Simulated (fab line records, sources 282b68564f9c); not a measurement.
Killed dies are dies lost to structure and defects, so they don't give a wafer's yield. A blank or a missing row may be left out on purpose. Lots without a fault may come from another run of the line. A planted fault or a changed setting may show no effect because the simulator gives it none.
fab line records | flow rit_cmos
record lots=7 wafers=21 last_day=7
route steps=202 shown FOX1@21 FOX2@23 NWELL@28 M1@202
lots that met no fault: from a run of the same line without faults
start_h: hours from the record's first day to the start of the lot's first wafer shown | wait_h: hours since the lot's step before | " the same as in the row above | L1.1+2: a row that stands for several wafers | - no value, or no start given | * or withheld: withheld | < > ~ a bound
route shown NAME@n: a module of which the file shows steps, and the number in the route of the first | usual: mean/standard deviation of fault-free wafers | same: alike in all rows | chamber/n: place in a boat | sites: the reading at each site | _std_site: their standard deviation | _edge_site: outer sites' mean less inner sites' | radius_mm: how far each site lies from the wafer's centre | mask NAME#n: copy n | behind: the tool/chamber that last shaped the wafer | hold: why the lot was held/for how many hours/how that ended | device: the transistor (n, p or np) that didn't switch | end of line: the same wafers' tests at the end of the route | a step without rows: its recipe alone | killed: dies lost to structure and defects at the first sort, not the wafer's yield | map: a wafer's dies, x killed, . not, _ none there
set.NAME: the setting as run; set.NAME@STEP: as run at that earlier step | model.NAME: the simulator's own value behind a step, which no gauge read
lots at some steps of the route; a table a step, a row a wafer
services: from which hour (start_h, from the record's first day; less than 0 if before it) a tool's chamber was out of use, for how many hours, and why
## steps
# step RIT_FOX1_THK_MEAS_01
# recipe reads=SiO2_of_FOX1_OXIDATION_00
# usual FOX1_OXIDE_THK=347/5.7
# columns lot.wafer tool chamber start_h wait_h FOX1_OXIDE_THK[nm]
L421.1 film_metro-03 - 22.71 0.0 359
L421.2 " - " " 355
L421.5 " - " " 353
L425.3 film_metro-04 - 42.05 0.0 355
L425.4 " - " " 356
L425.6 " - " " 354
L428.2 film_metro-03 - 57.81 0.0 342
L428.3 " - " " 347
L428.4 " - " " 342
L429.1 film_metro-03 - 63.37 0.0 345
L429.3 " - " " 348
L429.4 " - " " 342
L432.3 film_metro-01 - 76.97 0.0 354
L432.5 " - " " 348
L432.6 " - " " 352
L440.1 film_metro-01 - 116.99 0.0 347
L440.2 " - " " 342
L440.3 " - " " 345
L441.3 film_metro-03 - 123.44 0.0 339
L441.4 " - " " 345
L441.6 " - " " 337
# step RIT_FOX1_WET_ETCH_02
# recipe chemistry=BOE target_depth_nm=350 time_s=390 temp_c=21.5 dry=n2_spin dilution=10:1 target=SiO2
# step RIT_FOX2_OXIDATION_00
# recipe temp_c=1100 ambient=H2O target_thk_a=3507 p_h2o_torr=720 ox_time_s=1130
# step RIT_FOX2_THK_MEAS_01
# recipe reads=SiO2_of_FOX2_OXIDATION_00
# usual FOX2_OXIDE_THK=350/5.9
# columns lot.wafer tool chamber start_h wait_h FOX2_OXIDE_THK[nm]
L421.1 film_metro-04 - 24.20 0.0 364
L421.2 " - " " 357
L421.5 " - " " 358
L425.3 film_metro-03 - 43.54 0.0 346
L425.4 " - " " 344
L425.6 " - " " 354
L428.2 film_metro-03 - 59.95 0.0 355
L428.3 " - " " 353
L428.4 " - " " 355
L429.1 film_metro-03 - 65.11 0.0 342
L429.3 " - " " 339
L429.4 " - " " 340
L432.3 film_metro-04 - 78.46 0.0 346
L432.5 " - " " 348
L432.6 " - " " 351
L440.1 film_metro-04 - 118.48 0.0 356
L440.2 " - " " 358
L440.3 " - " " 353
L441.3 film_metro-03 - 129.05 0.0 350
L441.4 " - " " 347
L441.6 " - " " 350
# step RIT_FOX2_CLEAN_02
# recipe chemistry=dHF dilution=50:1 time_s=173
# step RIT_FOX2_WET_ETCH_03
# recipe chemistry=H3PO4 target=Si3N4 target_depth_nm=195 temp_c=165 time_s=2700
# step RIT_FOX2_THK_MEAS_90
# recipe reads=SiO2_of_FOX2_OXIDATION_00
# usual FIELD_OXIDE_LEFT_1_THK=323/5.9
# columns lot.wafer tool chamber start_h wait_h FIELD_OXIDE_LEFT_1_THK[nm]
L421.1 film_metro-03 - 25.11 0.0 338
L421.2 " - " " 331
L421.5 " - " " 332
L425.3 film_metro-03 - 44.42 0.0 319
L425.4 " - " " 317
L425.6 " - " " 327
L428.2 film_metro-02 - 60.83 0.0 328
L428.3 " - " " 326
L428.4 " - " " 328
L429.1 film_metro-04 - 66.05 0.0 315
L429.3 " - " " 312
L429.4 " - " " 313
L432.3 film_metro-02 - 79.33 0.0 319
L432.5 " - " " 321
L432.6 " - " " 324
L440.1 film_metro-04 - 119.43 0.0 330
L440.2 " - " " 331
L440.3 " - " " 326
L441.3 film_metro-03 - 130.01 0.0 323
L441.4 " - " " 320
L441.6 " - " " 323
# step RIT_NWELL_HMDS_00
# recipe prime_time_s=60 prime_temp_c=140
# step RIT_NWELL_COAT_01
# recipe resist=NOVOLAK spin_rpm=2000 resist_thk_nm=1300
# step RIT_NWELL_SOFTBAKE_02
# recipe resist=NOVOLAK temp_c=90 time_s=60
# step RIT_NWELL_EXPOSE_03
# recipe mask_id=M2 na=0.57 target_cd_nm=43900 dose_mj=250
# step RIT_NWELL_PEB_04
# recipe resist=NOVOLAK temp_c=withheld time_s=withheld
# step RIT_NWELL_DEVELOP_05
# recipe resist=NOVOLAK develop_time_s=64.78 dev_temp_c=23
# usual chill_plate_temp_C=23.00/0.12 developer_temp_C=23.00/0.12 exhaust_pa=44.8/0.81
# columns lot.wafer tool chamber start_h wait_h chill_plate_temp_C developer_temp_C exhaust_pa
L421.1 litho_track-04 0 25 - 23.14 23.04 43.0
L421.2 " 0 " " 23.18 23.08 44.0
L421.5 " 0 26 - 23.08 23.28 44.7
L425.3 litho_track-01 0 45 - 22.91 22.90 45.9
L425.4 " 0 " " 23.04 23.06 45.3
L425.6 " 0 " " 23.01 23.02 44.3
L428.2 litho_track-01 0 61 - 22.94 25.22 45.9
L428.3 " 0 " " 23.02 25.08 45.8
L428.4 " 0 " " 23.15 25.19 44.8
L429.1 litho_track-01 0 66 - 22.96 25.37 44.8
L429.3 " 0 67 - 22.95 25.33 45.2
L429.4 " 0 " " 23.09 25.30 45.7
L432.3 litho_track-01 0 80 - 22.86 25.30 45.9
L432.5 " 0 " " 22.92 25.28 44.5
L432.6 " 0 " " 23.14 25.25 43.8
L440.1 litho_track-03 0 120 - 23.07 22.96 43.7
L440.2 " 0 " " 23.08 22.93 44.3
L440.3 " 0 " " 23.04 22.89 43.7
L441.3 litho_track-04 0 130 - 22.69 22.97 43.9
L441.4 " 0 " " 22.87 22.88 45.9
L441.6 " 0 " " 22.80 23.05 44.2
# step RIT_NWELL_OVL_MEAS_06
# usual NWELL_OVL=-0.6/1.1
# columns lot.wafer tool chamber start_h wait_h NWELL_OVL[nm]
L421.1 overlay-01 - 26.05 - -0.5
L421.2 " - " " 1.1
L421.5 " - " " -0.6
L425.3 overlay-01 - 45.35 - 0.4
L425.4 " - " " 0.3
L425.6 " - " " 1.4
L428.2 overlay-02 - 61.85 - -2.9
L428.3 " - " " -1.0
L428.4 " - " " -2.0
L429.1 overlay-01 - 67.12 - -1.1
L429.3 " - " " -3.6
L429.4 " - " " -1.6
L432.3 overlay-01 - 80.39 - -2.4
L432.5 " - " " -2.4
L432.6 " - " " -1.1
L440.1 overlay-01 - 120.50 - 0.0
L440.2 " - " " 0.7
L440.3 " - " " 0.9
L441.3 overlay-01 - 130.94 - -0.8
L441.4 " - " " -0.1
L441.6 " - " " 2.1
# step RIT_M1_PROBE_99
# usual killed_at_M0_to_M3=0.0/0.17 killed_at_contacts=0.1/0.34 killed_at_front_end=7/3 killed_dies=7/3.1 killed_open=3.4/1.9 killed_short=3.4/2.1
# same gross_dies=264 killed_at_M4_up=0 killed_at_back_side=0 killed_at_other=0
# columns lot.wafer tool chamber start_h wait_h killed_at_M0_to_M3 killed_at_contacts killed_at_front_end killed_dies killed_open killed_short
L421.1 prober-01 - 61.36 0.1 0 0 9 9 6 3
L421.2 prober-01 - 61.41 0.1 0 0 6 6 1 5
L421.5 prober-01 - 61.56 0.2 0 0 6 6 2 4
L425.3 prober-01 - 82.98 0.2 0 0 4 4 3 1
L425.4 prober-01 - 83.03 0.2 0 0 3 3 3 0
L425.6 prober-01 - 83.13 0.2 0 0 7 7 3 4
L428.2 prober-02 - 98.65 0.1 0 0 16 16 4 12
L428.3 prober-02 - 98.70 0.2 0 0 6 6 3 3
L428.4 prober-02 - 98.75 0.2 0 1 10 11 6 5
L429.1 prober-01 - 102.89 0.1 0 0 5 5 4 1
L429.3 prober-01 - 102.99 0.2 2 0 14 16 5 11
L429.4 prober-01 - 103.04 0.2 0 0 10 10 6 4
L432.3 prober-02 - 116.89 0.2 0 0 10 10 4 6
L432.5 prober-02 - 116.99 0.2 0 0 8 8 4 4
L432.6 prober-02 - 117.04 0.2 0 0 6 6 4 2
L440.1 prober-01 - 158.83 0.1 0 0 5 5 3 2
L440.2 prober-01 - 158.88 0.1 0 0 7 7 6 1
L440.3 prober-01 - 158.93 0.2 0 0 5 5 2 3
L441.3 prober-02 - 168.39 0.2 0 0 9 9 4 5
L441.4 prober-02 - 168.44 0.2 0 1 5 6 1 5
L441.6 prober-02 - 168.54 0.2 0 0 4 4 1 3
# killed by level:class
L421.1 SILICIDE:geometric_particle:open=3 FOX1:geometric_particle:open=1 FOX1:geometric_particle:short=1 GATE:geometric_particle:short=1 GATE:geometric_particle:open=1 SPACER:geometric_particle:open=1 SILICIDE:geometric_particle:short=1
L421.2 GATE:geometric_particle:short=2 FOX2:geometric_particle:short=1 SPACER:geometric_particle:short=1 SPACER:geometric_particle:open=1 SILICIDE:geometric_particle:short=1
L421.5 GATE:geometric_particle:open=2 REOX:geometric_particle:short=2 FOX1:geometric_particle:short=1 FOX2:geometric_particle:short=1
L425.3 FOX2:geometric_particle:open=1 REOX:geometric_particle:open=1 REOX:geometric_particle:short=1 SPACER:geometric_particle:open=1
L425.4 FOX1:geometric_particle:open=1 GATE:geometric_particle:open=1 REOX:geometric_particle:open=1
L425.6 FOX2:geometric_particle:open=2 FOX2:geometric_particle:short=1 GATE:geometric_particle:short=1 REOX:geometric_particle:short=1 SPACER:geometric_particle:short=1 SPACER:geometric_particle:open=1
L428.2 GATE:geometric_particle:short=5 FOX1:geometric_particle:short=2 REOX:geometric_particle:short=2 GATE:geometric_particle:open=2 SPACER:geometric_particle:short=2 FOX1:geometric_particle:open=1 FOX2:geometric_particle:open=1 FOX2:geometric_particle:short=1
L428.3 GATE:geometric_particle:open=2 SPACER:geometric_particle:short=2 GATE:geometric_particle:short=1 SILICIDE:geometric_particle:open=1
L428.4 GATE:geometric_particle:short=4 SPACER:geometric_particle:open=4 GATE:geometric_particle:open=1 REOX:geometric_particle:open=1 CONTACT:geometric_particle:short=1
L429.1 GATE:geometric_particle:open=3 GATE:geometric_particle:short=1 REOX:geometric_particle:open=1
L429.3 GATE:geometric_particle:short=4 SPACER:geometric_particle:short=4 GATE:geometric_particle:open=2 M1:geometric_particle:short=2 FOX1:geometric_particle:open=1 REOX:geometric_particle:short=1 SPACER:geometric_particle:open=1 SILICIDE:geometric_particle:open=1
L429.4 SPACER:geometric_particle:open=4 SILICIDE:geometric_particle:short=2 FOX1:geometric_particle:short=1 FOX1:geometric_particle:open=1 GATE:geometric_particle:open=1 REOX:geometric_particle:short=1
L432.3 FOX1:geometric_particle:open=2 GATE:geometric_particle:short=2 SPACER:geometric_particle:short=2 FOX1:geometric_particle:short=1 GATE:geometric_particle:open=1 REOX:geometric_particle:open=1 SILICIDE:geometric_particle:short=1
L432.5 GATE:geometric_particle:open=2 GATE:geometric_particle:short=2 FOX1:geometric_particle:open=1 FOX1:geometric_particle:short=1 REOX:geometric_particle:short=1 SPACER:geometric_particle:open=1
L432.6 GATE:geometric_particle:open=2 FOX1:geometric_particle:open=1 FOX1:geometric_particle:short=1 REOX:geometric_particle:open=1 SILICIDE:geometric_particle:short=1
L440.1 SPACER:geometric_particle:open=2 SPACER:geometric_particle:short=2 SILICIDE:geometric_particle:open=1
L440.2 GATE:geometric_particle:open=4 GATE:geometric_particle:short=1 REOX:geometric_particle:open=1 SILICIDE:geometric_particle:open=1
L440.3 FOX2:geometric_particle:short=1 GATE:geometric_particle:short=1 GATE:geometric_particle:open=1 SILICIDE:geometric_particle:short=1 SILICIDE:geometric_particle:open=1
L441.3 GATE:geometric_particle:short=3 SPACER:geometric_particle:open=2 FOX1:geometric_particle:open=1 FOX2:geometric_particle:short=1 GATE:geometric_particle:open=1 REOX:geometric_particle:short=1
L441.4 SPACER:geometric_particle:short=2 FOX2:geometric_particle:short=1 SPACER:geometric_particle:open=1 SILICIDE:geometric_particle:short=1 CONTACT:geometric_particle:short=1
L441.6 GATE:geometric_particle:short=2 FOX1:geometric_particle:short=1 GATE:geometric_particle:open=1
## services
# columns tool chamber start_h hours kind
litho_track-01 - 103.88 - consumable_replace:filter
## key
first_sign step=RIT_NWELL_DEVELOP_05 reading=developer_temp_C direction=up sigmas=18 usual=* struck=*
effect none on later readings
met_at RIT_NWELL_DEVELOP_05
struck_wafers L428.2,L428.3,L428.4,L429.1,L429.3,L429.4,L432.3,L432.5,L432.6
tester_left_out L428,L429,L432
onset_between 45 61
fault kind=process_parameter_drift tool=litho_track-01 chamber=- onset_h=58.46 steps=RIT_NWELL_DEVELOP_05 channel=dev_temp_c offset=* shape=step end_h=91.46 acts_in=* stated=*
# tester_left_out: of these lots the tester's yield and bins aren't shown, on N5 and GAA mostly nor the transistor test; their killed dies are dies lost to structure and defects alone, not to doping, threshold or leakage, so they don't give the yield
